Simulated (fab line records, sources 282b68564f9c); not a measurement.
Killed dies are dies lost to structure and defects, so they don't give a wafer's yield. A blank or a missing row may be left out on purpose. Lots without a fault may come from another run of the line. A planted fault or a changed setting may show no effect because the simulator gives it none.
Split-lot experiment | flow rit_cmos | 5 lots, 23 wafers read, on a route of 202 steps

THE SPLIT
At RIT_M1_EXPOSE_06 (exposes mask M12, target cd 2600 nm), the setting dose_mj was moved away from the recipe's 250 on 7 of the 23 wafers read, by -5.6% to +6.7%. The other wafers ran this setting at the recipe's value.

FROM THE SPLIT TO THE READING: what the file shows between them, 7 steps
- RIT_M1_PEB_07
- RIT_M1_DEVELOP_08: develop time 68 s
- RIT_M1_CD_MEAS_09: target cd 2600 nm
- RIT_M1_HARDBAKE_11: time 120 s
- RIT_M1_METAL_ETCH_12: etches Al in Cl2/BCl3, stops on SiO2, time 165 s, target depth 600 nm
- RIT_M1_STRIP_13: strips in nmp, time 600 s
- RIT_M1_STRIP_14: strips in O2, time 180 s

THE READING
cd_nm, in nm, at RIT_M1_CD_MEAS_90 (target cd 2600 nm). Fault-free wafers of this fab line usually give 2600.4 nm, standard deviation 2.8 nm.

wafer  | tool, chamber at the split | dose_mj as run | against the recipe | cd_nm, nm | against lot-mates on the recipe
L074.1 | iline_stepper-01, 0        | 250            | recipe             | 2598.4    | -
L074.2 | iline_stepper-01, 0        | 250            | recipe             | 2603.0    | -
L074.3 | iline_stepper-01, 0        | 250            | recipe             | 2603.4    | -
L074.4 | iline_stepper-01, 0        | 250            | recipe             | 2601.0    | -
L074.6 | iline_stepper-01, 0        | 250            | recipe             | 2599.2    | -
L078.1 | iline_stepper-02, 0        | 250            | recipe             | 2598.4    | -
L078.2 | iline_stepper-02, 0        | 250            | recipe             | 2600.1    | -
L078.4 | iline_stepper-02, 0        | 266.7          | +6.7%              | 2579.7    | -19.6
L078.5 | iline_stepper-02, 0        | 266.7          | +6.7%              | 2576.0    | -23.2
L078.6 | iline_stepper-02, 0        | 266.7          | +6.7%              | 2579.9    | -19.3
L081.2 | iline_stepper-02, 0        | 250            | recipe             | 2602.4    | -
L081.3 | iline_stepper-02, 0        | 250            | recipe             | 2599.1    | -
L081.6 | iline_stepper-02, 0        | 250            | recipe             | 2599.6    | -
L082.1 | iline_stepper-01, 0        | 250            | recipe             | 2600.9    | -
L082.3 | iline_stepper-01, 0        | 250            | recipe             | 2602.6    | -
L082.4 | iline_stepper-01, 0        | 244.4          | -2.2%              | 2610.1    | +6.7
L082.5 | iline_stepper-01, 0        | 250            | recipe             | 2606.7    | -
L082.6 | iline_stepper-01, 0        | 244.4          | -2.2%              | 2607.3    | +3.9
L085.1 | iline_stepper-02, 0        | 250            | recipe             | 2598.7    | -
L085.2 | iline_stepper-02, 0        | 236.1          | -5.6%              | 2612.5    | +14.1
L085.4 | iline_stepper-02, 0        | 236.1          | -5.6%              | 2611.3    | +12.9
L085.5 | iline_stepper-02, 0        | 250            | recipe             | 2595.8    | -
L085.6 | iline_stepper-02, 0        | 250            | recipe             | 2600.8    | -

THE FIT
A straight line over all 23 wafers: cd_nm changes by -2.92 nm for each +1% of dose_mj; r = -0.95; the points scatter about the line by 2.9 nm.
The same after taking each lot's own level away (the mean of its wafers on the recipe; 23 wafers): -2.85 nm for each +1%; r = -0.97; scatter 2 nm.
On that fit, the largest move of dose_mj shifts the reading by 19 nm.
The lots' own levels span 2598.43 to 2603.40 nm, that is 1.8 times the standard deviation above.
So the lot-to-lot level changes the slope little: the two slopes agree.
Check: with one of the wafers moved furthest among these (+6.7%) left out of the fit, the line predicts -19.6 nm for it against its lot-mates. It came out at -19.6 nm against them.

OTHER SPLITS ON THESE WAFERS
These wafers also went through other splits before the reading. Each is held against what the fit with the lots' levels taken away leaves over:
other split on the same wafers  | wafers away from the commonest value | r with cd_nm (lot level and that fit taken away)
RIT_PSD_COAT_01 spin_rpm        | 5                                    | -0.14
RIT_PSD_IMPLANT_08 dose_cm2     | 9                                    | -0.12
RIT_SILICIDE_SPUTTER_01 power_w | 5                                    | +0.53
RIT_CONTACT_CVD_00 time_s       | 9                                    | +0.10

THE WHOLE CHAIN: every reading that the file lists as answering this split, in the file's order
step                 | what it does                                                          | reading                                                   | change (the file's fit)              | r (the file's)
RIT_M1_CD_MEAS_09    | target cd 2600 nm                                                     | cd_nm                                                     | -2.86 nm for each +1% of the setting | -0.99
RIT_M1_METAL_ETCH_12 | etches Al in Cl2/BCl3, stops on SiO2, time 165 s, target depth 600 nm | M1.cd_nm (the simulator's own value, which no gauge read) | -2.8 nm for each +1% of the setting  | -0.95
RIT_M1_CD_MEAS_90    | target cd 2600 nm                                                     | cd_nm                                                     | -2.79 nm for each +1% of the setting | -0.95

THE FILE'S OWN FIT
cd_nm changes by -2.79 nm for each +1% of dose_mj, r = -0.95.
